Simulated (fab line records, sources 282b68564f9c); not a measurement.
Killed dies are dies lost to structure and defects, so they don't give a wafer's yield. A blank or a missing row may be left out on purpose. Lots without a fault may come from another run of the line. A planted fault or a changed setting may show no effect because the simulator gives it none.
One fault seen from 2 desks | flow rit_cmos | each desk has only its own numbers; what lay behind them comes last

THE TOOL OWNER'S DESK: furnace-02
The tool's own readings at RIT_M1_ANNEAL_15 (time 1800 s): means of the sampled wafers that have a number, for each lot that ran on this tool. A lot is out of limits, marked OUT, if its mean lies more than 4 standard deviations from the usual mean; the brackets give that distance. Of its 8 readings 7 are shown: the one that was out of limits first, and those that lie furthest out on some lot.
Columns: A = spike_tc_centre_C at RIT_M1_ANNEAL_15, usual 451.1 C; B = spike_tc_load_C at RIT_M1_ANNEAL_15, usual 471.2 C; C = spike_tc_source_C at RIT_M1_ANNEAL_15, usual 466.3 C; D = tube_center_temp_C at RIT_M1_ANNEAL_15, usual 450 C; E = tube_center_temp_C_max at RIT_M1_ANNEAL_15, usual 451.15; F = zone_power_load_pct at RIT_M1_ANNEAL_15, usual 6.94 %; G = zone_power_source_pct at RIT_M1_ANNEAL_15, usual 7.24 %
lot  | first seen here | A               | B               | C               | D                     | E                        | F              | G
L820 | day 3 17:47     | 451.8           | 470.5           | 465.6           | 450                   | 451.13                   | 6.97           | 7.28
L822 | day 4 03:51     | 450.8           | 471.3           | 466.0           | 450                   | 451.10                   | 6.93           | 7.16
L828 | day 5 09:28     | 451.0           | 471.0           | 466.5           | 450                   | 451.12                   | 6.93           | 7.23
L831 | day 5 23:25     | 451.0           | 470.6           | 467.5           | 450                   | 451.14                   | 6.93           | 7.24
L837 | day 7 07:07     | 390.8 (-62) OUT | 410.8 (-66) OUT | 404.1 (-62) OUT | 390 (-99 or more) OUT | 391.06 (-99 or more) OUT | 5.42 (-22) OUT | 5.74 (-19) OUT
L838 | day 7 11:50     | 391.5 (-61) OUT | 410.4 (-66) OUT | 405.1 (-61) OUT | 390 (-99 or more) OUT | 391.11 (-99 or more) OUT | 5.41 (-23) OUT | 5.75 (-19) OUT
This desk's finding: out of limits on L837, L838; first on L837, day 7 07:07 (spike_tc_centre_C at RIT_M1_ANNEAL_15). In limits: L820, L822, L828, L831.

THE METROLOGY DESK
What the gauges read, lot by lot, whatever tool the lot ran on: means of the sampled wafers that have a number. A lot is out of limits, marked OUT, if its mean lies more than 4 standard deviations from the usual mean; the brackets give that distance.
Columns: A = cd_nm at RIT_M1_CD_MEAS_09, usual 2600.0 nm; B = M1_OVL at RIT_M1_OVL_MEAS_10, usual -0.6 nm; C = cd_nm at RIT_M1_CD_MEAS_90, usual 2599 nm; D = M1_BOW at RIT_M1_BOW_MEAS_16, usual 16 um
lot  | first seen here | A      | B    | C    | D
L820 | day 3 16:44     | 2601.3 | -2.1 | 2601 | 18
L822 | day 4 02:44     | 2600.6 | 0.0  | 2598 | 18
L828 | day 5 08:26     | 2600.7 | -1.6 | 2598 | 19
L831 | day 5 22:21     | 2603.5 | -0.0 | 2604 | 14
L837 | day 7 06:02     | 2599.9 | -0.2 | 2600 | 21
L838 | day 7 10:51     | 2600.3 | -0.5 | 2600 | 17
This desk's finding: nothing out of limits on any of the 6 lots.

PUT TOGETHER
The tool owner's desk could have raised an alarm at day 7 07:07, on L837, L838.
The metrology desk saw nothing out of limits.
The metrology desk has L837, L838 on record, within its limits.
Of the lots named, all ran RIT_M1_ANNEAL_15 on furnace-02.

WHAT THE SIMULATOR HAD PUT IN
Process parameter drift: furnace-02, from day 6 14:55 on, at RIT_M1_ANNEAL_15. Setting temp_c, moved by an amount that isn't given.
Lots struck among those shown: L837, L838.
Hours from the fault's start to each desk's first reading out of limits: the tool owner's desk, 16.
